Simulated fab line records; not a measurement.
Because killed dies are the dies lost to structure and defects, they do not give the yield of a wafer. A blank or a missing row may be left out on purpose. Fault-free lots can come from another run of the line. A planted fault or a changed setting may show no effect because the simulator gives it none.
Which of the tools did it? + flow berkeley_cmos170 + 14 lots with 42 wafers sampled at 3 steps, on a route of 331 steps

WHAT EACH GAUGE READ, for each wafer
UCB170_FIELD_THK_MEAS_91.
| lot  | measured    | on            | FIELD_OXIDE_LEFT_2_THK (nm) |
|------|-------------|---------------|-----------------------------|
| L225 | day 5 12:28 | film_metro-03 | 361 348 360                 |
| L226 | day 5 23:03 | film_metro-01 | 358 358 356                 |
| L229 | day 6 09:49 | film_metro-01 | 340 342 347                 |
| L230 | day 6 19:01 | film_metro-04 | 354 358 355                 |
| L231 | day 6 19:26 | film_metro-04 | 359 365 368                 |
| L234 | day 7 11:04 | film_metro-04 | 348 343 359                 |
| L233 | day 7 11:13 | film_metro-01 | 353 344 351                 |
| L232 | day 7 11:16 | film_metro-04 | 354 352 353                 |
| L236 | day 7 21:04 | film_metro-04 | 331 350 351                 |
| L238 | day 7 21:19 | film_metro-04 | 363 363 354                 |
| L237 | day 7 21:33 | film_metro-03 | 363 352 362                 |
| L239 | day 8 11:32 | film_metro-04 | 357 352 354                 |
| L242 | day 9 01:53 | film_metro-04 | 370 370 363                 |
| L241 | day 9 02:43 | film_metro-01 | 360 369 358                 |

UCB170_GATE_CD_MEAS_12 targets a cd of 350 nm.
| lot  | measured    | on        | cd_nm (nm)        |
|------|-------------|-----------|-------------------|
| L225 | day 6 00:35 | cd_sem-01 | 348.2 347.8 349.5 |
| L226 | day 6 12:36 | cd_sem-02 | 347.5 348.4 347.0 |
| L229 | day 6 19:31 | cd_sem-02 | 350.0 351.2 351.8 |
| L230 | day 7 08:37 | cd_sem-01 | 349.5 349.4 349.4 |
| L231 | day 7 08:53 | cd_sem-01 | 350.8 350.4 351.0 |
| L234 | day 7 21:48 | cd_sem-02 | 350.3 349.4 349.4 |
| L233 | day 7 22:04 | cd_sem-01 | 351.5 352.6 352.5 |
| L232 | day 7 22:11 | cd_sem-02 | 349.0 350.2 349.0 |
| L236 | day 8 10:31 | cd_sem-02 | 352.1 351.1 352.8 |
| L238 | day 8 11:02 | cd_sem-01 | 349.0 347.9 348.0 |
| L237 | day 8 10:44 | cd_sem-02 | 348.6 347.3 347.2 |
| L239 | day 8 22:46 | cd_sem-02 | 352.5 350.7 351.6 |
| L242 | day 9 13:58 | cd_sem-01 | 351.2 350.6 351.8 |
| L241 | day 9 14:13 | cd_sem-01 | 350.9 351.6 350.9 |

EACH LOT AND THE TOOL THAT RAN IT (in order: tool; ch and the chambers of the sampled wafers; start)
| lot  | UCB170_PVT_STRIP_08                 |
|------|-------------------------------------|
| L225 | plasma_asher-01 ch 0, day 5 12:14   |
| L226 | plasma_asher-03 ch 0,1, day 5 22:50 |
| L229 | plasma_asher-03 ch 0,1, day 6 09:35 |
| L230 | plasma_asher-01 ch 0,1, day 6 18:47 |
| L231 | plasma_asher-02 ch 0,1, day 6 19:13 |
| L234 | plasma_asher-01 ch 0,1, day 7 10:42 |
| L233 | plasma_asher-02 ch 0,1, day 7 10:59 |
| L232 | plasma_asher-03 ch 0,1, day 7 11:01 |
| L236 | plasma_asher-01 ch 0,1, day 7 20:50 |
| L238 | plasma_asher-02 ch 0,1, day 7 21:05 |
| L237 | plasma_asher-03 ch 0,1, day 7 21:19 |
| L239 | plasma_asher-02 ch 0,1, day 8 11:19 |
| L242 | plasma_asher-01 ch 0,1, day 9 01:41 |
| L241 | plasma_asher-01 ch 0,1, day 9 02:30 |
- UCB170_PVT_STRIP_08: strips in O2.

AS READ BY THE TOOLS THEMSELVES (means over the sampled wafers that have a number; for cases with no such wafer, the mark the record gives instead)
UCB170_PVT_STRIP_08.
| lot  | tool            | chamber_pressure_mTorr (mTorr) | drypump_motor_current_A (A) | o2_flow_sccm (sccm) | oes_product_au (a.u.) | strip_time_to_endpoint_s (s) |
|------|-----------------|--------------------------------|-----------------------------|---------------------|-----------------------|------------------------------|
| L225 | plasma_asher-01 | 3501                           | 5.9                         | 399.6               | 0.731                 | 21.58                        |
| L226 | plasma_asher-03 | 3498                           | 5.4                         | 399.9               | 0.734                 | 21.56                        |
| L229 | plasma_asher-03 | 3500                           | 5.7                         | 398.6               | 0.731                 | 21.65                        |
| L230 | plasma_asher-01 | 3496                           | 5.5                         | 400.4               | 0.732                 | 21.57                        |
| L231 | plasma_asher-02 | 3497                           | 5.3                         | 399.6               | 0.737                 | 21.70                        |
| L234 | plasma_asher-01 | 3499                           | 5.2                         | 401.1               | 0.736                 | 21.62                        |
| L233 | plasma_asher-02 | 3499                           | 5.3                         | 400.6               | 0.733                 | 21.63                        |
| L232 | plasma_asher-03 | 3500                           | 5.4                         | 400.0               | 0.735                 | 21.52                        |
| L236 | plasma_asher-01 | 3497                           | 5.1                         | 400.4               | 0.730                 | 21.61                        |
| L238 | plasma_asher-02 | 3502                           | 5.3                         | 400.7               | 0.732                 | 21.56                        |
| L237 | plasma_asher-03 | 3501                           | 5.4                         | 399.7               | 0.736                 | 21.66                        |
| L239 | plasma_asher-02 | 3501                           | 5.4                         | 401.3               | 0.737                 | 21.61                        |
| L242 | plasma_asher-01 | 3500                           | 5.5                         | 399.0               | 0.736                 | 21.74                        |
| L241 | plasma_asher-01 | 3503                           | 5.5                         | 400.5               | 0.733                 | 21.67                        |

THE ANSWER, worked out from the rows above alone
Rule: usual is defined by the lots themselves. The widest of any qualifying gaps counts: lots, ordered by their means at a reading, are off when they make up no more than a third of the lots, leave a main group of 4 or more, and stand apart from it by 3 or more times the standard deviation of that group's means. The tables above print the reading to a certain number of digits; a main group whose means all agree to those digits is not used. Also off: a lot with no number at a reading for which 4 or more lots have one. The other lots that the step has rows for count as sound. The gauges are gone through in route order, then the tools' own readings, and for those a lot's mean is taken as printed above. At the first step where some lot is off, the reading lying furthest off is the one used; lots without a number count as furthest.
No lot is off on any of the readings shown, so nothing can be concluded from this.

WHAT THE SIMULATOR HAD PUT IN
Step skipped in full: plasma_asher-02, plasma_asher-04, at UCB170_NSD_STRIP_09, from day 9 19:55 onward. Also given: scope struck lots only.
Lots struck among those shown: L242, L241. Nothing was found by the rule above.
